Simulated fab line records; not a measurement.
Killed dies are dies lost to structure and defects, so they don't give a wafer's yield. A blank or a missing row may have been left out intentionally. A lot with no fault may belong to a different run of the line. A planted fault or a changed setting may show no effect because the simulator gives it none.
fab line records	flow rit_cmos
[record] lots = 7	wafers = 21	last_day = 7
route steps=202 shown NSD@138 PSD@142 SDANNEAL@153 M1@202
lots with no fault: from the same line, run without faults
start_h: hours from the record's first day to the start of the lot's first wafer shown	wait_h: hours from the lot's prior step to this one	" same as the row above	L1.1+2: several wafers, shown together as one row	- value missing, or start not given	* or withheld: withheld	< > ~ a bound
route shown NAME@n: a module of which the file shows steps, and the number in the route of the first	usual: mean and standard deviation over wafers with no fault	same: alike in all rows	chamber/n: place in a boat	sites: each site's reading	_std_site: their standard deviation	_edge_site: outer sites' mean less inner sites'	radius_mm: how far each site lies from the wafer's centre	mask NAME#n: copy n	behind: the most recent tool/chamber to have shaped the wafer	hold: cause of the lot's hold/its duration in hours/its outcome	device: which transistor (n, p or np) failed to switch	end of line: the route-end tests of the same wafers	for a step that has no rows: nothing shown but its recipe	killed: count of dies lost to structure and defects at first sort (not the wafer's yield)	map: dies across one wafer; x = killed, . = not, _ = none there
set.NAME: the setting the step ran with; set.NAME@STEP: the setting that earlier step ran with	model.NAME: the simulator's own value behind a step, which no gauge read
lots at selected steps of the route; one table per step, one row per wafer
services: from which hour (start_h, from the record's first day; less than 0 if before it) a tool's chamber was out of use, for how many hours, and why
[[steps]]
[step RIT_NSD_HARDBAKE_07]
[recipe] resist = NOVOLAK	temp_c = 140	time_s = 60
[step RIT_NSD_IMPLANT_08]
[recipe] species = P	energy_kev = 25	dose_cm2 = 1e+15	tilt_deg = 7
[step RIT_NSD_STRIP_09]
[recipe] chemistry = O2	time_s = 180	resist = NOVOLAK	platen_temp_c = withheld	power_w = 500	pressure_mtorr = 4000	o2_flow_sccm = 4000
[usual] drypump_motor_current_A = 5.4/0.43
lot.wafer	tool	chamber	start_h	wait_h	drypump_motor_current_A	rf_hours_counter_h
L241.1	plasma_asher-04	1	58.12	0.1	4.9	42
L241.4	"	1	"	"	4.9	-
L241.6	"	0	"	"	5.1	-
L243.2	plasma_asher-02	0	66.81	0.1	5.5	43
L243.3	"	0	"	"	5.5	-
L243.4	"	1	"	"	5.1	-
L246.1	plasma_asher-04	1	83.24	0.1	4.9	44
L246.2	"	0	"	"	5.1	44
L246.3	"	0	"	"	5.0	-
L251.1	plasma_asher-04	1	109.55	0.1	4.9	47
L251.3	"	1	"	"	5.0	-
L251.5	"	1	"	"	4.9	-
L254.4	plasma_asher-03	1	126.97	0.1	5.7	-
L254.5	"	1	"	"	5.7	-
L254.6	"	0	"	"	6.1	-
L255.2	plasma_asher-02	0	135.31	0.1	5.5	50
L255.5	"	0	"	"	5.5	-
L255.6	"	1	"	"	5.1	-
L262.1	plasma_asher-02	0	168.18	0.1	5.5	54
L262.2	"	1	"	"	5.1	54
L262.6	"	1	"	"	5.1	-
[step RIT_NSD_TW_MEAS_10]
[usual] NSD_TW = 3172/21
lot.wafer	tool	chamber	start_h	wait_h	NSD_TW
L241.1	film_metro-01	-	58.29	0.1	3189
L241.4	"	-	"	"	3185
L241.6	"	-	"	"	3169
L243.2	film_metro-01	-	67.00	0.1	3174
L243.3	"	-	"	"	3182
L243.4	"	-	"	"	3177
L246.1	film_metro-01	-	83.41	0.1	3171
L246.2	"	-	"	"	3169
L246.3	"	-	"	"	3176
L251.1	film_metro-02	-	109.72	0.1	3141
L251.3	"	-	"	"	3132
L251.5	"	-	"	"	3122
L254.4	film_metro-01	-	127.11	0.1	3177
L254.5	"	-	"	"	3183
L254.6	"	-	"	"	3192
L255.2	film_metro-01	-	135.49	0.1	3173
L255.5	"	-	"	"	3186
L255.6	"	-	"	"	3163
L262.1	film_metro-01	-	168.36	0.1	3162
L262.2	"	-	"	"	3139
L262.6	"	-	"	"	3150
[step RIT_PSD_HMDS_00]
[recipe] prime_time_s = 60	prime_temp_c = 140
[step RIT_PSD_COAT_01]
[recipe] resist = NOVOLAK	spin_rpm = 3250	resist_thk_nm = 1000
[step RIT_PSD_SOFTBAKE_02]
[recipe] resist = NOVOLAK	temp_c = 90	time_s = 60
[step RIT_PSD_EXPOSE_03]
[recipe] mask_id = M10	na = 0.57	target_cd_nm = 40900	dose_mj = 250
[step RIT_PSD_PEB_04]
[recipe] resist = NOVOLAK	temp_c = withheld	time_s = withheld
[step RIT_PSD_DEVELOP_05]
[recipe] resist = NOVOLAK	develop_time_s = 50	dev_temp_c = 23
[step RIT_PSD_OVL_MEAS_06]
[usual] PSD_OVL = 0.3/1.2
lot.wafer	tool	chamber	start_h	wait_h	PSD_OVL[nm]
L241.1	overlay-01	-	59.33	-	-0.1
L241.4	"	-	"	"	0.9
L241.6	"	-	"	"	-1.2
L243.2	overlay-02	-	68.03	-	1.3
L243.3	"	-	"	"	0.9
L243.4	"	-	"	"	0.6
L246.1	overlay-02	-	84.32	-	1.0
L246.2	"	-	"	"	0.8
L246.3	"	-	"	"	3.4
L251.1	overlay-01	-	110.76	-	-1.8
L251.3	"	-	"	"	-0.2
L251.5	"	-	"	"	-1.0
L254.4	overlay-01	-	128.01	-	-0.9
L254.5	"	-	"	"	-0.6
L254.6	"	-	"	"	-0.8
L255.2	overlay-02	-	136.52	-	-0.7
L255.5	"	-	"	"	0.6
L255.6	"	-	"	"	0.9
L262.1	overlay-01	-	169.39	-	1.2
L262.2	"	-	"	"	0.8
L262.6	"	-	"	"	0.5
[step RIT_PSD_HARDBAKE_07]
[recipe] resist = NOVOLAK	temp_c = 140	time_s = 60
[step RIT_PSD_IMPLANT_08]
[recipe] species = BF2	energy_kev = 27	dose_cm2 = 5e+15	tilt_deg = 7
lot.wafer	tool	chamber	start_h	wait_h
L241.1+4+6	implanter-02	0	59.51	0.1
L243.2+3+4	implanter-03	0	68.23	0.1
L243.2+3+4	implanter-03	0	68.55	0.3
L246.1+2+3	implanter-03	0	84.51	0.1
L246.1+2+3	implanter-03	0	84.82	0.3
L251.1+3+5	implanter-04	0	111.10	0.1
L251.1+3+5	implanter-04	0	111.42	0.3
L254.4+5+6	implanter-02	0	128.25	0.1
L255.2+5+6	implanter-04	0	136.73	0.1
L262.1+2+6	implanter-02	0	169.74	0.1
[step RIT_PSD_STRIP_09]
[recipe] chemistry = O2	time_s = 180	resist = NOVOLAK	platen_temp_c = withheld	power_w = 500	pressure_mtorr = 4000	o2_flow_sccm = 4000
[usual] drypump_motor_current_A = 5.28/0.23
lot.wafer	tool	chamber	start_h	wait_h	drypump_motor_current_A	rf_hours_counter_h
L241.1	plasma_asher-02	0	59.66	0.1	5.52	43
L241.4	"	0	"	"	5.52	-
L241.6	"	0	"	"	5.54	-
L243.2	plasma_asher-01	1	68.67	0.1	5.49	41
L243.3	"	0	"	"	5.48	-
L243.4	"	1	"	"	5.48	-
L246.1	plasma_asher-02	0	84.97	0.1	5.51	45
L246.2	"	1	"	"	5.10	45
L246.3	"	1	"	"	5.10	-
L251.1	plasma_asher-04	0	111.57	0.1	5.06	47
L251.3	"	0	"	"	5.08	-
L251.5	"	0	"	"	5.05	-
L254.4	plasma_asher-02	1	128.39	0.1	5.10	-
L254.5	"	1	"	"	5.08	-
L254.6	"	0	"	"	5.52	-
L255.2	plasma_asher-01	1	136.85	0.1	5.49	2
L255.5	"	1	"	"	5.45	-
L255.6	"	0	"	"	5.46	-
L262.1	plasma_asher-01	0	169.89	0.1	5.49	6
L262.2	"	1	"	"	5.50	6
L262.6	"	1	"	"	5.51	-
[step RIT_PSD_TW_MEAS_10]
[usual] PSD_TW = 3470/27
lot.wafer	tool	chamber	start_h	wait_h	PSD_TW
L241.1	film_metro-01	-	59.84	0.1	3490
L241.4	"	-	"	"	3518
L241.6	"	-	"	"	3515
L243.2	film_metro-02	-	68.86	0.1	3597
L243.3	"	-	"	"	3579
L243.4	"	-	"	"	3602
L246.1	film_metro-01	-	85.15	0.1	3637
L246.2	"	-	"	"	3644
L246.3	"	-	"	"	3667
L251.1	film_metro-01	-	111.74	0.1	3653
L251.3	"	-	"	"	3649
L251.5	"	-	"	"	3653
L254.4	film_metro-01	-	128.53	0.1	3477
L254.5	"	-	"	"	3484
L254.6	"	-	"	"	3483
L255.2	film_metro-01	-	137.04	0.1	3496
L255.5	"	-	"	"	3476
L255.6	"	-	"	"	3508
L262.1	film_metro-02	-	170.07	0.1	3416
L262.2	"	-	"	"	3426
L262.6	"	-	"	"	3404
[step RIT_SDANNEAL_CLEAN_00]
[recipe] chemistry = SC1	mix = 3:3:50	time_s = 600	temp_c = 75
[step RIT_SDANNEAL_CLEAN_01]
[recipe] chemistry = dHF	dilution = 50:1	time_s = 30
[step RIT_SDANNEAL_CLEAN_02]
[recipe] chemistry = SC2	mix = 3:3:50	time_s = 600	temp_c = 75	dry = n2_spin
[step RIT_SDANNEAL_RTA_03]
[recipe] temp_c = 1050	time_s = 5	idle_temp_c = 600	ramp_up_c_per_s = 342	ramp_down_c_per_s = 171	cool_to_c = 600	ambient = N2
[usual] wafer_temp_C_max = 1053.5/1.1
lot.wafer	tool	chamber	start_h	wait_h	wafer_temp_C_max
L241.1	rtp_anneal-02	0	60.26	0.0	1053.5
L241.4	"	0	"	"	1052.2
L241.6	"	0	"	"	1050.5
L243.2	rtp_anneal-02	0	69.30	0.0	1053.7
L243.3	"	0	"	"	1053.8
L243.4	"	0	"	"	1053.0
L246.1	rtp_anneal-01	0	85.58	0.0	1054.7
L246.2	"	0	"	"	1053.4
L246.3	"	0	"	"	1052.3
L251.1	rtp_anneal-02	0	112.63	0.0	1052.5
L251.3	"	0	"	"	1054.0
L251.5	"	0	"	"	1053.2
L254.4	rtp_anneal-01	0	129.17	0.0	1052.7
L254.5	"	0	"	"	1054.0
L254.6	"	0	"	"	1053.2
L255.2	rtp_anneal-02	0	137.47	0.0	1054.1
L255.5	"	0	"	"	1052.6
L255.6	"	0	"	"	1054.9
L262.1	rtp_anneal-01	0	170.49	0.0	1053.3
L262.2	"	0	"	"	1052.5
L262.6	"	0	"	"	1052.7
[step RIT_SDANNEAL_RS_MEAS_04]
[recipe] thk_meas_gauge = four-point-probe
[usual] PSD_RS = 115.83/0.29
lot.wafer	tool	chamber	start_h	wait_h	PSD_RS[ohm/sq]
L241.1	film_metro-04	-	60.32	0.0	115.84
L241.4	"	-	"	"	115.51
L241.6	"	-	"	"	116.17
L243.2	film_metro-01	-	69.37	0.1	107.61
L243.3	"	-	"	"	107.50
L243.4	"	-	"	"	107.87
L246.1	film_metro-01	-	85.63	0.0	107.53
L246.2	"	-	"	"	107.39
L246.3	"	-	"	"	107.41
L251.1	film_metro-01	-	112.69	0.0	107.80
L251.3	"	-	"	"	107.88
L251.5	"	-	"	"	107.85
L254.4	film_metro-02	-	129.26	0.1	115.97
L254.5	"	-	"	"	115.64
L254.6	"	-	"	"	115.75
L255.2	film_metro-01	-	137.54	0.1	115.78
L255.5	"	-	"	"	115.69
L255.6	"	-	"	"	115.57
L262.1	film_metro-01	-	170.55	0.0	115.99
L262.2	"	-	"	"	116.51
L262.6	"	-	"	"	116.05
[step RIT_SDANNEAL_RS_MEAS_05]
[recipe] thk_meas_gauge = four-point-probe
[usual] NSD_RS = 84.5/0.33
lot.wafer	tool	chamber	start_h	wait_h	NSD_RS[ohm/sq]
L241.1	film_metro-04	-	60.44	0.1	84.5
L241.4	"	-	"	"	84.5
L241.6	"	-	"	"	84.2
L243.2	film_metro-01	-	69.49	0.1	84.6
L243.3	"	-	"	"	84.5
L243.4	"	-	"	"	84.3
L246.1	film_metro-01	-	85.75	0.1	84.4
L246.2	"	-	"	"	84.4
L246.3	"	-	"	"	84.3
L251.1	film_metro-01	-	112.81	0.1	84.6
L251.3	"	-	"	"	84.9
L251.5	"	-	"	"	84.9
L254.4	film_metro-02	-	129.38	0.1	84.6
L254.5	"	-	"	"	84.4
L254.6	"	-	"	"	84.5
L255.2	film_metro-01	-	137.66	0.1	84.7
L255.5	"	-	"	"	84.2
L255.6	"	-	"	"	84.7
L262.1	film_metro-01	-	170.67	0.1	84.8
L262.2	"	-	"	"	85.0
L262.6	"	-	"	"	84.6
[step RIT_M1_PROBE_99]
[usual] killed_at_front_end = 7.1/2.8	killed_dies = 7.2/2.8	killed_on_rim = 1.8/1.3	killed_open = 3.5/2	killed_short = 3.7/1.9
[same] gross_dies = 264	killed_at_M0_to_M3 = 0	killed_at_M4_up = 0	killed_at_back_side = 0	killed_at_contacts = 0	killed_at_other = 0
lot.wafer	tool	chamber	start_h	wait_h	killed_at_front_end	killed_dies	killed_on_rim	killed_open	killed_short
L241.1	prober-01	-	67.82	0.1	3	3	1	3	0
L241.4	prober-01	-	67.97	0.2	10	10	2	6	4
L241.6	prober-01	-	68.07	0.2	8	8	1	5	3
L243.2	prober-01	-	78.07	0.1	8	8	3	3	5
L243.3	prober-01	-	78.12	0.2	8	8	2	6	2
L243.4	prober-01	-	78.17	0.2	8	8	1	4	4
L246.1	prober-02	-	93.80	0.1	12	12	2	6	6
L246.2	prober-02	-	93.85	0.1	9	9	2	4	5
L246.3	prober-02	-	93.90	0.2	8	8	4	2	6
L251.1	prober-01	-	121.12	0.1	8	8	3	3	5
L251.3	prober-01	-	121.22	0.2	9	9	4	3	5
L251.5	prober-01	-	121.32	0.2	5	5	1	2	2
L254.4	prober-02	-	138.63	0.2	16	16	2	9	7
L254.5	prober-02	-	138.68	0.2	8	8	0	3	4
L254.6	prober-02	-	138.73	0.2	7	7	3	4	3
L255.2	prober-01	-	149.02	0.1	9	9	3	4	4
L255.5	prober-01	-	149.17	0.2	7	7	1	2	4
L255.6	prober-01	-	149.22	0.2	5	5	3	1	4
L262.1	prober-02	-	179.02	0.1	4	4	0	2	2
L262.2	prober-02	-	179.07	0.1	6	6	2	4	2
L262.6	prober-02	-	179.27	0.2	4	4	1	2	2
// killed by level:class
L241.1 GATE:geometric_particle:open=1 SPACER:geometric_particle:open=1 SILICIDE:geometric_particle:open=1
L241.4 FOX2:geometric_particle:short=2 GATE:geometric_particle:open=2 SPACER:geometric_particle:short=2 SILICIDE:geometric_particle:open=2 FOX1:geometric_particle:open=1 FOX2:geometric_particle:open=1
L241.6 FOX2:geometric_particle:open=2 SILICIDE:geometric_particle:short=2 GATE:geometric_particle:open=1 GATE:geometric_particle:short=1 SPACER:geometric_particle:open=1 SILICIDE:geometric_particle:open=1
L243.2 FOX2:geometric_particle:open=2 GATE:geometric_particle:short=2 REOX:geometric_particle:short=2 FOX2:geometric_particle:short=1 SPACER:geometric_particle:open=1
L243.3 FOX1:geometric_particle:open=2 GATE:geometric_particle:open=2 FOX1:geometric_particle:short=1 FOX2:geometric_particle:short=1 SPACER:geometric_particle:open=1 SILICIDE:geometric_particle:open=1
L243.4 FOX1:geometric_particle:open=2 FOX1:geometric_particle:short=2 GATE:geometric_particle:short=1 REOX:geometric_particle:open=1 SPACER:geometric_particle:open=1 SILICIDE:geometric_particle:short=1
L246.1 FOX1:geometric_particle:open=2 FOX1:geometric_particle:short=2 GATE:geometric_particle:open=2 GATE:geometric_particle:short=1 REOX:geometric_particle:open=1 REOX:geometric_particle:short=1 SPACER:geometric_particle:open=1 SPACER:geometric_particle:short=1
L246.2 FOX1:geometric_particle:short=2 FOX1:geometric_particle:open=2 SPACER:geometric_particle:short=2 GATE:geometric_particle:open=1 GATE:geometric_particle:short=1 SILICIDE:geometric_particle:open=1
L246.3 FOX2:geometric_particle:short=3 FOX1:geometric_particle:short=1 FOX2:geometric_particle:open=1 GATE:geometric_particle:open=1 REOX:geometric_particle:short=1 SILICIDE:geometric_particle:short=1
L251.1 FOX1:geometric_particle:open=3 FOX1:geometric_particle:short=2 FOX2:geometric_particle:short=1 GATE:geometric_particle:short=1 REOX:geometric_particle:short=1
L251.3 SILICIDE:geometric_particle:short=3 FOX2:geometric_particle:open=2 GATE:geometric_particle:short=2 SILICIDE:geometric_particle:open=1 NRETRO:coat_microbubble_printed=1
L251.5 GATE:geometric_particle:open=2 GATE:geometric_particle:short=1 SILICIDE:geometric_particle:short=1 NRETRO:coat_microbubble_printed=1
L254.4 SPACER:geometric_particle:open=5 SILICIDE:geometric_particle:short=4 GATE:geometric_particle:short=2 SILICIDE:geometric_particle:open=2 FOX1:geometric_particle:open=1 GATE:geometric_particle:open=1 SPACER:geometric_particle:short=1
L254.5 GATE:geometric_particle:short=2 REOX:geometric_particle:open=2 REOX:geometric_particle:short=1 SPACER:geometric_particle:open=1 SPACER:geometric_particle:short=1 ACTIVE:coat_microbubble_printed=1
L254.6 GATE:geometric_particle:open=2 GATE:geometric_particle:short=2 FOX2:geometric_particle:open=1 REOX:geometric_particle:open=1 SPACER:geometric_particle:short=1
L255.2 GATE:geometric_particle:short=3 GATE:geometric_particle:open=2 REOX:geometric_particle:open=2 REOX:geometric_particle:short=1 PSD:coat_microbubble_printed=1
L255.5 FOX2:geometric_particle:short=2 SPACER:geometric_particle:short=2 FOX2:geometric_particle:open=1 SILICIDE:geometric_particle:open=1 PSD:coat_microbubble_printed=1
L255.6 FOX1:geometric_particle:short=2 GATE:geometric_particle:short=1 GATE:geometric_particle:open=1 SILICIDE:geometric_particle:short=1
L262.1 FOX1:geometric_particle:short=2 GATE:geometric_particle:open=1 SILICIDE:geometric_particle:open=1
L262.2 FOX1:geometric_particle:short=2 GATE:geometric_particle:open=2 REOX:geometric_particle:open=2
L262.6 GATE:geometric_particle:short=2 FOX1:geometric_particle:open=1 SILICIDE:geometric_particle:open=1
[[services]]
tool	chamber	start_h	hours	kind
implanter-03	-	39.14	3.5	repair
implanter-02	-	42.60	3.7	pm
plasma_asher-01	-	87.05	0.5	repair
implanter-02	-	88.90	1.5	repair
plasma_asher-01	-	108.75	9.0	pm
plasma_asher-01	0	108.75	9.0	vent_cycle
plasma_asher-01	1	108.75	9.0	vent_cycle
plasma_asher-01	0	117.75	-	clean
plasma_asher-01	1	117.75	-	clean
plasma_asher-02	-	119.68	1.4	repair
implanter-02	-	123.82	2.2	repair
implanter-03	-	134.55	0.6	repair
plasma_asher-02	-	162.83	0.7	repair
[[key]]
[first_sign] step = RIT_PSD_IMPLANT_08	reading = visit	direction = added
[effect] step = RIT_PSD_TW_MEAS_10	reading = PSD_TW	direction = up	sigmas = 6.1	usual = 3470	struck = 3631
[effect] step = RIT_SDANNEAL_RS_MEAS_04	reading = PSD_RS	direction = down	sigmas = 28	usual = 115.83	struck = 107.65
met_at RIT_PSD_IMPLANT_08
struck_wafers L243.2,L243.3,L243.4,L246.1,L246.2,L246.3,L251.1,L251.3,L251.5
tester_left_out L243,L246,L251
[fault] kind = repeated_step_whole	tool = implanter-02,implanter-03,implanter-04	chamber = -	onset_h = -	steps = RIT_PSD_IMPLANT_08	times = 1	scope = struck_lots_only
// tester_left_out: of these lots the tester's yield and bins aren't shown, on N5 and GAA mostly nor the transistor test; their killed dies are dies lost to structure and defects alone, not to doping, threshold or leakage, so they don't give the yield
